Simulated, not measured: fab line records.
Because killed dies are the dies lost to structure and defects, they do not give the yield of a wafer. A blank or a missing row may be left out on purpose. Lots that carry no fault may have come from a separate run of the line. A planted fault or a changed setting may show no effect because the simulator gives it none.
2 desks, one fault / flow berkeleyCmos170 / each desk has only its own numbers; what lay behind them comes last

## AT THE METROLOGY DESK
Means of the sampled wafers that have a number, per lot and without regard to the tool the lot ran on: this is what the gauges read. If a lot's mean is further than 4 standard deviations from the usual mean, the lot is out of limits and carries the mark OUT (the distance appears in the brackets).
Columns: A = cdNm at UCB170_V1_CD_MEAS_12, usual 700.3 nm
lot=L742; first seen here=day 8 23:58; A=700.2
lot=L744; first seen here=day 9 05:31; A=700.1
lot=L749; first seen here=day 11 04:20; A=698.8
lot=L750; first seen here=day 11 04:35; A=700.5
lot=L752; first seen here=day 11 05:29; A=699.3
lot=L751; first seen here=day 11 05:47; A=699.9
lot=L753; first seen here=day 11 14:09; A=700.6
lot=L756; first seen here=day 11 23:19; A=700.8
lot=L755; first seen here=day 11 23:33; A=700.6
lot=L757; first seen here=day 12 15:39; A=701.3
lot=L762; first seen here=day 12 23:49; A=699.3
lot=L761; first seen here=day 13 03:55; A=698.6
lot=L763; first seen here=day 13 08:50; A=701.5
This desk's verdict: no lot among the 13 shows anything out of limits.

## TOOL OWNER'S DESK, lithoTrack-01
UCB170_M3_PEB_13, tool's own readings: per-lot mean of the sampled wafers with a number, covering each lot this tool ran. If a lot's mean is further than 4 standard deviations from the usual mean, the lot is out of limits and carries the mark OUT (the distance appears in the brackets).
Columns: A = chillPlateTempC at UCB170_M3_PEB_13, usual 22.98 C; B = exhaustPa at UCB170_M3_PEB_13, usual 44.6 Pa; C = heaterPowerTotalW at UCB170_M3_PEB_13, usual 56.80 W
lot=L742; first seen here=day 9 10:01; A=22.90; B=43.9; C=56.81
lot=L749; first seen here=day 11 12:09; A=22.98; B=44.5; C=56.79
lot=L750; first seen here=day 11 12:41; A=22.87; B=44.5; C=56.81
lot=L756; first seen here=day 12 08:08; A=22.98; B=45.6; C=56.78
lot=L755; first seen here=day 12 09:22; A=22.92; B=43.9; C=56.82
lot=L763; first seen here=day 13 18:44; A=23.04; B=45.4; C=56.81
This desk's verdict: no lot among the 6 shows anything out of limits.

## PUT TOGETHER
The metrology desk saw nothing out of limits.
Nothing out of limits was seen by the tool owner's desk.

## WHAT THE SIMULATOR HAD PUT IN
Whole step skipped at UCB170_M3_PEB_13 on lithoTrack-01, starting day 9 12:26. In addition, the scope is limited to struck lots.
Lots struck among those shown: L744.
